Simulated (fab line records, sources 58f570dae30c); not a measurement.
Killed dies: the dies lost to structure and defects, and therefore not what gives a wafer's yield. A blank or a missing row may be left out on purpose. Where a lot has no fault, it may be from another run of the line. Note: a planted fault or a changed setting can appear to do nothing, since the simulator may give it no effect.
2 desks, one fault || flow berkeley-cmos170 || only its own numbers are on each desk; what lay behind them is given at the end

## THE METROLOGY DESK
Means of the sampled wafers that have a number, per lot and without regard to the tool the lot ran on: this is what the gauges read. The brackets show how far a lot's mean lies from the usual mean; more than 4 standard deviations puts the lot out of limits, marked OUT.
Columns: A = M1_OVL at UCB170_M1_OVL_MEAS_10, usual 2 nm; B = M2_AL_RS at UCB170_M2_RS_MEAS_02, usual 0.0322 ohm/sq; C = cd-nm at UCB170_M3_CD_MEAS_90, usual 698 nm
{"lot": "L983", "first seen here": "day 8 13:50", "A": -4, "B": 0.0320, "C": 699}
{"lot": "L982", "first seen here": "day 8 14:05", "A": -1, "B": 0.0326, "C": 696}
{"lot": "L985", "first seen here": "day 8 14:11", "A": 1, "B": 0.0316, "C": 701}
{"lot": "L984", "first seen here": "day 8 14:29", "A": -2, "B": 0.0320, "C": 698}
{"lot": "L988", "first seen here": "day 9 15:29", "A": 1, "B": 0.0317, "C": 693}
{"lot": "L989", "first seen here": "day 9 17:31", "A": 4, "B": 0.0324, "C": 696}
{"lot": "L991", "first seen here": "day 10 09:25", "A": 1, "B": 0.0327, "C": 693}
{"lot": "L995", "first seen here": "day 10 20:07", "A": 3, "B": 0.0322, "C": 692}
{"lot": "L998", "first seen here": "day 11 20:23", "A": -4, "B": 0.0320, "C": 696}
{"lot": "L997", "first seen here": "day 11 21:55", "A": 1, "B": 0.0324, "C": 702}
{"lot": "L102", "first seen here": "day 12 15:38", "A": -2, "B": 0.0322, "C": 699}
{"lot": "L105", "first seen here": "day 13 02:32", "A": 4, "B": 0.0321, "C": 702}
{"lot": "L104", "first seen here": "day 13 02:49", "A": 8, "B": 0.0327, "C": 692}
{"lot": "L103", "first seen here": "day 13 08:41", "A": 9, "B": 0.0319, "C": 695}
This desk's finding: nothing out of limits on any of the 14 lots.

## THE TOOL OWNER'S DESK: pecvd-01
The tool's own readings at UCB170_V2_CVD_00 (deposits SiO2 from TEOS/O2, target thk 2000 nm, time 250 s): means of the sampled wafers that have a number, for each lot that ran on this tool. The brackets show how far a lot's mean lies from the usual mean; more than 4 standard deviations puts the lot out of limits, marked OUT.
Columns: A = heater-power-w at UCB170_V2_CVD_00, usual 275 W; B = pressure-mtorr at UCB170_V2_CVD_00, usual 9003 mTorr
{"lot": "L982", "first seen here": "day 9 00:58", "A": 264, "B": 8995}
{"lot": "L984", "first seen here": "day 9 02:28", "A": 250, "B": 8995}
{"lot": "L991", "first seen here": "day 10 18:25", "A": 275, "B": 9013}
{"lot": "L998", "first seen here": "day 12 03:49", "A": 219, "B": 8996}
{"lot": "L997", "first seen here": "day 12 05:17", "A": 287, "B": 8978}
This desk's finding: nothing out of limits on any of the 5 lots.

## TAKEN TOGETHER
The metrology desk saw nothing out of limits.
The tool owner's desk saw nothing out of limits.

## WHAT WAS PUT IN BY THE SIMULATOR
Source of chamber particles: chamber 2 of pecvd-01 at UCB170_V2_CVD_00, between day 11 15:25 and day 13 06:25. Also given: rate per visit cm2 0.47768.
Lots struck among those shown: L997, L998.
